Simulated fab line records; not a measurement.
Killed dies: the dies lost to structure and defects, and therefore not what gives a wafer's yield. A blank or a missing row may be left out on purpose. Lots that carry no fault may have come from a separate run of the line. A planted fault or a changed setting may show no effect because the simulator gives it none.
fab line records	flow berkeleyCmos170
record: lots: 15	wafers: 45	lastDay: 11
route steps=331 shown BACKSIDE@202 CONTACT@218 V1@256 M3@310
lots with no fault: from the same line, run without faults
startH: the number of hours between the record's first day and the start of the first shown wafer of the lot	waitH: hours elapsed since this lot's preceding step	" identical to the entry in the row above	L1.1+2: several wafers, shown together as one row	- no value, or no start was given	* or withheld: withheld	< > ~ a bound
route shown NAME@n: NAME is a module with steps in the file, n the number in the route of the first one	usual: mean/standard deviation of fault-free wafers	same: alike in all rows	chamber/n: place in a boat	sites: the reading at each site	_std_site: their standard deviation	_edge_site: outer sites' mean less inner sites'	radiusMm: how far each site lies from the wafer's centre	mask NAME#n: copy n	behind: the last tool/chamber to shape the wafer	hold: why the lot went on hold/how many hours it stayed there/how the hold came to an end	device: transistor that didn't switch, given as n, p or np	end of line: the route-end tests of the same wafers	step lacking rows: just its recipe	killed: dies lost to structure and defects at the first sort, not the wafer's yield	map: the dies of a wafer, with x for killed, . for not killed, _ for no die there
set.NAME: the setting the step ran with; set.NAME@STEP: the setting that earlier step ran with	model.NAME: the simulator's own value behind a step, which no gauge read
a sample of lots followed through the steps of the route, with each step as a table and each wafer as a row
services: a tool's chamber out of use, with start hour (startH, from the record's first day; less than 0 if before it), hours out, and reason
== steps ==
step: UCB170_BACKSIDE_STRIP_03
recipe: chemistry: O2	powerW: 400	pressureMtorr: 3500	platenTempC: withheld	o2FlowSccm: 400	overashFraction: 0.5
usual: drypumpMotorCurrentA: 6.0/0.58	oesProductAu: 0.735/0.0045	stripTimeToEndpointS: 21.99/0.071
lot.wafer	tool	chamber	startH	waitH	drypumpMotorCurrentA	oesProductAu	rfHoursCounterH	stripTimeToEndpointS
L668.2	plasmaAsher-01	0	137.92	0.1	5.4	0.726	44	21.93
L668.3	"	1	"	"	6.8	0.734	-	21.97
L668.6	"	1	"	"	6.8	0.727	-	21.93
L667.3	plasmaAsher-02	1	138.11	0.1	5.9	0.739	-	22.04
L667.5	"	0	"	"	6.2	0.726	-	22.08
L667.6	"	1	"	"	5.9	0.733	-	22.09
L669.1	plasmaAsher-03	0	164.82	0.1	5.2	0.731	37	21.98
L669.3	"	0	"	"	5.2	0.730	-	21.97
L669.4	"	1	"	"	5.6	0.735	-	21.85
L671.1	plasmaAsher-02	1	165.20	0.1	5.9	0.739	47	22.04
L671.5	"	1	"	"	5.9	0.730	-	22.14
L671.6	"	0	"	"	6.2	0.739	-	21.98
L672.1	plasmaAsher-03	1	165.27	0.1	5.6	0.738	37	22.05
L672.3	"	0	"	"	5.2	0.736	-	22.07
L672.4	"	1	"	"	5.6	0.735	-	22.04
L674.1	plasmaAsher-01	0	182.69	0.1	5.4	0.736	49	22.04
L674.4	"	1	"	"	6.8	0.740	-	21.95
L674.5	"	0	"	"	5.4	0.726	-	22.00
L675.2	plasmaAsher-01	0	200.37	0.1	5.4	0.732	51	21.91
L675.5	"	0	"	"	5.4	0.740	-	21.89
L675.6	"	1	"	"	6.8	0.737	-	21.91
L677.2	plasmaAsher-02	0	201.27	0.1	6.2	0.742	50	21.94
L677.4	"	1	"	"	5.9	0.732	-	21.88
L677.5	"	0	"	"	6.2	0.729	-	21.83
L679.1	plasmaAsher-01	0	205.33	0.1	5.4	0.735	52	21.97
L679.5	"	0	"	"	5.4	0.734	-	22.03
L679.6	"	1	"	"	6.9	0.736	-	21.95
L683.2	plasmaAsher-01	0	224.07	0.1	5.4	0.750	54	21.96
L683.3	"	1	"	"	6.8	0.734	-	21.97
L683.6	"	1	"	"	6.8	0.738	-	21.90
L682.2	plasmaAsher-01	1	226.38	0.1	6.8	0.728	55	22.03
L682.5	"	1	"	"	6.8	0.733	-	21.97
L682.6	"	0	"	"	5.4	0.733	-	22.03
L688.1	plasmaAsher-02	1	244.01	0.1	5.9	0.740	56	22.08
L688.3	"	1	"	"	5.9	0.733	-	22.10
L688.5	"	0	"	"	6.2	0.738	-	22.05
L687.2	plasmaAsher-01	1	244.05	0.1	6.8	0.739	57	21.95
L687.3	"	1	"	"	6.8	0.741	-	22.00
L687.6	"	1	"	"	6.8	0.736	-	21.90
L689.1	plasmaAsher-02	1	244.46	0.1	5.9	0.737	56	21.97
L689.4	"	1	"	"	6.0	0.734	-	21.92
L689.5	"	1	"	"	6.0	0.736	-	21.97
L685.2	plasmaAsher-01	1	244.71	0.1	6.8	0.731	57	22.03
L685.3	"	0	"	"	5.4	0.730	-	22.04
L685.4	"	1	"	"	6.8	0.733	-	22.03
step: UCB170_CONTACT_THK_MEAS_02
recipe: reads: PSG_of_CONTACT_CVD_01
usual: CONTACT_PSG_THK: 700/7.7
lot.wafer	tool	chamber	startH	waitH	CONTACT_PSG_THK[nm]
L668.2	filmMetro-04	-	141.16	0.0	691
L668.3	"	-	"	"	690
L668.6	"	-	"	"	696
L667.3	filmMetro-01	-	141.96	0.0	704
L667.5	"	-	"	"	707
L667.6	"	-	"	"	704
L669.1	filmMetro-02	-	168.03	0.0	700
L669.3	"	-	"	"	707
L669.4	"	-	"	"	700
L671.1	filmMetro-02	-	168.73	0.0	711
L671.5	"	-	"	"	704
L671.6	"	-	"	"	712
L672.1	filmMetro-04	-	168.73	0.0	704
L672.3	"	-	"	"	712
L672.4	"	-	"	"	710
L674.1	filmMetro-01	-	186.25	0.0	706
L674.4	"	-	"	"	698
L674.5	"	-	"	"	701
L675.2	filmMetro-02	-	205.36	0.0	705
L675.5	"	-	"	"	705
L675.6	"	-	"	"	707
L677.2	filmMetro-02	-	205.42	0.1	696
L677.4	"	-	"	"	705
L677.5	"	-	"	"	698
L679.1	filmMetro-02	-	210.34	0.0	692
L679.5	"	-	"	"	698
L679.6	"	-	"	"	694
L683.2	filmMetro-02	-	228.11	0.0	695
L683.3	"	-	"	"	692
L683.6	"	-	"	"	695
L682.2	filmMetro-04	-	231.84	0.0	690
L682.5	"	-	"	"	694
L682.6	"	-	"	"	692
L687.2	filmMetro-04	-	247.36	0.0	688
L687.3	"	-	"	"	690
L687.6	"	-	"	"	689
L688.1	filmMetro-01	-	247.40	0.0	699
L688.3	"	-	"	"	708
L688.5	"	-	"	"	707
L689.1	filmMetro-02	-	249.14	0.0	702
L689.4	"	-	"	"	702
L689.5	"	-	"	"	690
L685.2	filmMetro-01	-	249.21	0.1	691
L685.3	"	-	"	"	688
L685.4	"	-	"	"	688
step: UCB170_V1_CMP_02
recipe: material: SiO2	downForcePsi: 6	platenRpm: 60	padVelocityMS: 0.75398
usual: headPressurePsi: 6.000/0.012	motorCurrentA: 17.0/2.4	platenRpm: 60.00/0.043
lot.wafer	tool	chamber	startH	waitH	headPressurePsi	motorCurrentA	platenRpm
L667.3	cmp-02	0	153.15	0.0	5.990	20.9	60.03
L667.6	"	0	"	"	5.989	20.6	60.07
L667.5	"	1	"	"	5.996	17.9	59.98
L668.2	cmp-01	0	153.25	0.1	6.020	13.2	60.03
L668.3	"	1	"	"	6.001	20.6	59.97
L668.6	"	3	"	"	5.997	18.0	60.02
L669.1	cmp-01	1	177.24	0.1	5.996	19.9	59.98
L669.3	"	3	"	"	6.011	17.7	59.99
L669.4	"	0	"	"	6.002	13.9	59.98
L672.1	cmp-02	3	177.24	0.1	5.996	14.6	59.95
L672.4	"	0	"	"	5.999	19.9	59.98
L672.3	"	2	"	"	5.983	16.2	59.92
L671.1	cmp-02	1	177.59	0.2	6.014	17.7	60.01
L671.5	"	0	"	"	6.017	20.5	60.04
L671.6	"	1	"	"	6.025	16.8	59.98
L674.4	cmp-01	2	196.59	0.1	5.991	15.2	60.00
L674.1	"	0	"	"	6.006	13.3	59.99
L674.5	"	2	"	"	5.996	15.5	60.01
L675.2	cmp-02	3	216.32	0.2	6.019	14.3	59.98
L675.6	"	0	"	"	5.998	20.2	60.03
L675.5	"	1	"	"	5.987	16.1	59.98
L677.2	cmp-02	2	216.47	0.2	5.985	14.8	59.96
L677.4	"	0	"	"	5.983	20.2	59.97
L677.5	"	3	"	"	6.010	14.1	60.00
L679.1	cmp-01	3	219.08	0.1	6.013	17.6	60.04
L679.6	"	2	"	"	5.982	15.7	59.96
L679.5	"	3	"	"	5.996	18.8	59.99
L683.2	cmp-02	0	245.33	0.0	6.008	20.6	59.96
L683.3	"	3	"	"	6.002	14.6	59.96
L683.6	"	1	"	"	5.991	17.2	59.94
L682.2	cmp-02	0	245.68	0.1	5.987	21.4	60.03
L682.6	"	3	"	"	6.026	14.7	60.07
L682.5	"	0	"	"	5.968	20.1	60.13
L687.2	cmp-01	0	255.03	0.0	5.998	13.5	60.03
L687.3	"	3	"	"	5.998	18.5	59.98
L687.6	"	1	"	"	5.992	19.2	59.95
L688.3	cmp-01	2	255.33	0.3	6.008	14.9	60.03
L688.1	"	1	"	"	6.004	19.2	59.98
L688.5	"	3	"	"	6.028	17.9	60.00
L685.4	cmp-02	1	257.61	0.0	5.983	17.1	60.04
L685.3	"	3	"	"	6.002	14.6	59.96
L685.2	"	0	"	"	5.997	22.0	60.02
L689.1	cmp-01	1	257.61	0.1	5.999	20.2	59.94
L689.4	"	3	"	"	6.000	18.1	60.07
L689.5	"	1	"	"	6.005	19.4	59.96
step: UCB170_V1_THK_MEAS_04
recipe: reads: SiO2_of_V1_CVD_00
usual: V1_POLISHED_THK: 1000.0/1.2
lot.wafer	tool	chamber	startH	waitH	V1_POLISHED_THK[nm]
L668.2	filmMetro-03	-	153.58	0.1	999.2
L668.3	"	-	"	"	1001.3
L668.6	"	-	"	"	999.1
L667.3	filmMetro-02	-	153.59	0.1	999.2
L667.5	"	-	"	"	1000.1
L667.6	"	-	"	"	999.6
L669.1	filmMetro-02	-	177.66	0.1	998.9
L669.3	"	-	"	"	999.5
L669.4	"	-	"	"	999.5
L672.1	filmMetro-03	-	177.66	0.1	999.1
L672.3	"	-	"	"	997.6
L672.4	"	-	"	"	998.8
L671.1	filmMetro-04	-	177.98	0.1	1000.6
L671.5	"	-	"	"	997.6
L671.6	"	-	"	"	998.5
L674.1	filmMetro-03	-	196.96	0.1	1000.5
L674.4	"	-	"	"	998.5
L674.5	"	-	"	"	999.5
L675.2	filmMetro-02	-	216.60	0.1	1000.2
L675.5	"	-	"	"	999.9
L675.6	"	-	"	"	999.3
L677.2	filmMetro-04	-	216.90	0.1	998.9
L677.4	"	-	"	"	999.0
L677.5	"	-	"	"	998.7
L679.1	filmMetro-04	-	219.45	0.1	1001.4
L679.5	"	-	"	"	999.5
L679.6	"	-	"	"	998.8
L683.2	filmMetro-03	-	245.76	0.1	1251.3
L683.3	"	-	"	"	1252.2
L683.6	"	-	"	"	1250.4
L682.2	filmMetro-04	-	246.06	0.1	1250.6
L682.5	"	-	"	"	1249.4
L682.6	"	-	"	"	1249.9
L687.2	filmMetro-03	-	255.46	0.1	1001.2
L687.3	"	-	"	"	1001.7
L687.6	"	-	"	"	1000.8
L688.1	filmMetro-04	-	255.75	0.1	1001.0
L688.3	"	-	"	"	999.9
L688.5	"	-	"	"	999.5
L689.1	filmMetro-03	-	258.03	0.1	1000.2
L689.4	"	-	"	"	1001.2
L689.5	"	-	"	"	1001.2
L685.2	filmMetro-04	-	258.04	0.1	1251.2
L685.3	"	-	"	"	1249.8
L685.4	"	-	"	"	1250.5
step: UCB170_V1_ETCH_14
recipe: chemistry: CHF3/CF4/Ar	target: SiO2	stopOn: Al	CHF3_flow_sccm: 45	cf4FlowSccm: 15	Ar_flow_sccm: 150	pressureMtorr: 200	rfW: 700	targetDepthA: 12500	overEtchFrac: 0.25	timeS: 291
usual: drypumpMotorCurrentA: 5.9/0.5	oesProductAu: 0.867/0.01	throttleValvePct: 6.91/0.14
lot.wafer	tool	chamber	startH	waitH	drypumpMotorCurrentA	oesProductAu	rfHoursCounterH	throttleValvePct
L668.2	rieDiel-03	0	154.81	0.0	5.6	0.873	100	7.02
L668.3	"	3	"	"	6.5	0.893	130	6.83
L668.6	"	1	"	"	5.3	0.860	-	6.92
L667.3	rieDiel-01	0	155.06	0.0	6.4	0.866	18	6.83
L667.5	"	0	"	"	6.4	0.868	-	6.81
L667.6	"	2	"	"	5.5	0.871	-	6.98
L669.1	rieDiel-02	3	178.91	0.0	6.3	0.875	1	7.09
L669.3	"	1	"	"	5.6	0.855	111	6.71
L669.4	"	0	"	"	5.4	0.861	7	7.05
L672.1	rieDiel-03	0	179.28	0.0	5.6	0.879	101	7.02
L672.3	"	1	"	"	5.3	0.860	6	6.92
L672.4	"	1	"	"	5.3	0.858	-	6.91
L671.1	rieDiel-02	1	179.66	0.0	5.6	0.857	111	6.70
L671.5	"	2	"	"	6.6	0.852	-	6.80
L671.6	"	3	"	"	6.4	0.869	-	7.09
L674.1	rieDiel-03	0	198.57	0.0	5.6	0.871	102	7.01
L674.4	"	1	"	"	5.3	0.863	6	6.92
L674.5	"	3	"	"	6.6	0.889	-	6.84
L675.2	rieDiel-02	2	218.28	0.0	6.5	0.855	94	6.78
L675.5	"	3	"	"	6.3	0.866	-	7.09
L675.6	"	2	"	"	6.5	0.862	-	6.79
L677.2	rieDiel-03	1	218.39	0.0	5.3	0.855	7	6.92
L677.4	"	0	"	"	5.5	0.874	103	7.02
L677.5	"	3	"	"	6.5	0.882	-	6.85
L679.1	rieDiel-02	2	221.33	0.0	6.5	0.852	95	6.79
L679.5	"	2	"	"	6.5	0.852	-	6.78
L679.6	"	1	"	"	5.6	0.857	-	6.71
L683.2	rieDiel-02	3	247.16	0.0	6.4	0.997	3	7.11
L683.3	"	2	"	"	6.6	0.982	96	6.78
L683.6	"	2	"	"	6.6	0.975	-	6.78
L682.2	rieDiel-02	3	249.45	0.0	6.3	0.982	3	7.09
L682.5	"	0	"	"	5.3	0.982	-	7.05
L682.6	"	1	"	"	5.6	0.966	-	6.71
L687.2	rieDiel-03	0	257.81	0.0	5.5	0.867	105	7.02
L687.3	"	1	"	"	5.3	0.860	9	6.94
L687.6	"	3	"	"	6.6	0.885	-	6.83
L688.1	rieDiel-02	2	257.88	0.0	6.5	0.858	97	6.79
L688.3	"	1	"	"	5.6	0.858	115	6.70
L688.5	"	3	"	"	6.3	0.865	-	7.10
L689.1	rieDiel-02	2	263.16	0.0	6.6	0.852	97	6.78
L689.4	"	0	"	"	5.4	0.853	10	7.03
L689.5	"	1	"	"	5.6	0.861	-	6.70
L685.2	rieDiel-02	3	263.56	0.0	6.3	0.985	4	7.09
L685.3	"	2	"	"	6.6	0.973	97	6.79
L685.4	"	1	"	"	5.6	0.976	115	6.71
step: UCB170_M3_SPUTTER_01
recipe: material: Al	targetThkNm: 900	timeS: 120	powerW: 6000	chamberPressurePa: 0.5
usual: throttleValvePct: 30.0/1.3
lot.wafer	tool	chamber	startH	waitH	throttleValvePct
L668.2	pvdSputter-01	-	160.64	0.0	29.5
L668.3	"	-	"	"	31.3
L668.6	"	-	"	"	31.1
L667.3	pvdSputter-03	-	161.03	0.0	32.8
L667.5	"	-	"	"	30.7
L667.6	"	-	"	"	28.7
L669.1	pvdSputter-03	-	185.17	0.0	30.6
L669.3	"	-	"	"	33.0
L669.4	"	-	"	"	28.0
L672.1	pvdSputter-02	-	185.47	0.0	30.7
L672.3	"	-	"	"	30.2
L672.4	"	-	"	"	30.7
L671.1	pvdSputter-03	-	186.05	0.0	29.0
L671.5	"	-	"	"	30.6
L671.6	"	-	"	"	28.7
L674.1	pvdSputter-03	-	204.21	0.0	30.6
L674.4	"	-	"	"	33.0
L674.5	"	-	"	"	28.5
L675.2	pvdSputter-02	-	225.93	0.0	30.7
L675.5	"	-	"	"	30.7
L675.6	"	-	"	"	30.4
L677.2	pvdSputter-03	-	226.66	0.0	28.1
L677.4	"	-	"	"	33.1
L677.5	"	-	"	"	28.8
L679.1	pvdSputter-03	-	231.49	0.0	28.7
L679.5	"	-	"	"	30.5
L679.6	"	-	"	"	33.1
L683.2	pvdSputter-01	-	252.79	0.0	29.2
L683.3	"	-	"	"	31.2
L683.6	"	-	"	"	31.3
L682.5	pvdSputter-02	-	256.55	0.0	30.6
L687.2	pvdSputter-01	-	265.84	0.0	29.9
L687.3	"	-	"	"	31.3
L687.6	"	-	"	"	31.3
L688.1	pvdSputter-02	-	266.25	0.0	30.5
L688.3	"	-	"	"	30.6
L688.5	"	-	"	"	28.6
L689.1	pvdSputter-03	-	269.44	0.0	33.0
L689.4	"	-	"	"	28.3
L689.5	"	-	"	"	30.7
L685.3	pvdSputter-02	-	270.11	0.0	30.6
== services ==
tool	chamber	startH	hours	kind
rieDiel-02	3	134.58	-	clean
rieDiel-02	3	134.58	23.2	scheduledDown
rieDiel-02	3	134.58	23.2	ventCycle
cmp-01	-	154.54	3.8	pm
rieDiel-03	2	172.94	6.4	repair
cmp-01	-	185.29	0.7	repair
pvdSputter-02	3	204.91	-	consumableReplace:kit
cmp-02	-	214.00	0.3	repair
rieDiel-02	0	216.66	5.1	repair
rieDiel-02	3	220.19	25.9	repair
rieDiel-03	-	222.48	1.5	repair
rieDiel-02	2	223.53	10.1	repair
rieDiel-02	-	230.19	0.6	repair
cmp-02	-	232.00	4.0	pm
rieDiel-02	1	232.70	8.4	repair
cmp-01	-	235.82	2.6	repair
cmp-02	-	236.00	-	consumableReplace:conditioner
cmp-02	-	236.00	-	consumableReplace:pad
rieDiel-02	0	238.35	9.4	repair
cmp-02	-	238.38	3.4	pm
cmp-02	-	251.29	4.4	repair
rieDiel-01	-	257.06	15.6	pm
plasmaAsher-01	-	262.89	0.9	repair
rieDiel-03	2	264.05	4.2	repair
== key ==
firstSign: step: UCB170_V1_THK_MEAS_04	reading: V1_POLISHED_THK	direction: up	sigmas: 99+	usual: 1000.0	struck: 1250.6
effect: step: UCB170_V1_ETCH_14	reading: oesProductAu	direction: up	sigmas: 11	usual: 0.867	struck: 0.980
metAt UCB170_V1_CMP_02
struckLots L682,L683,L685
laterRowsLeftOut L682.2,L682.6,L685.2,L685.4
sortLeftOut L682.2,L682.5,L682.6,L683.2,L683.3,L683.6,L685.2,L685.3,L685.4
notActingAt UCB170_BACKSIDE_STRIP_03,UCB170_CONTACT_THK_MEAS_02,UCB170_M3_SPUTTER_01
fault: kind: processParameterDrift	tool: cmp-02	chamber: -	onsetH: 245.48	steps: UCB170_V1_CMP_02	channel: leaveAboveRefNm	offset: 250	shape: step	endH: 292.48	actsIn: theseRecipesOnly	stated: 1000
sortLeftOut: the simulated sort isn't trusted on such a fault, so these wafers' sort isn't shown, and their yield isn't known
laterRowsLeftOut: the simulator's readings of these wafers behind a module that went badly wrong aren't trusted and aren't shown, but for the sort
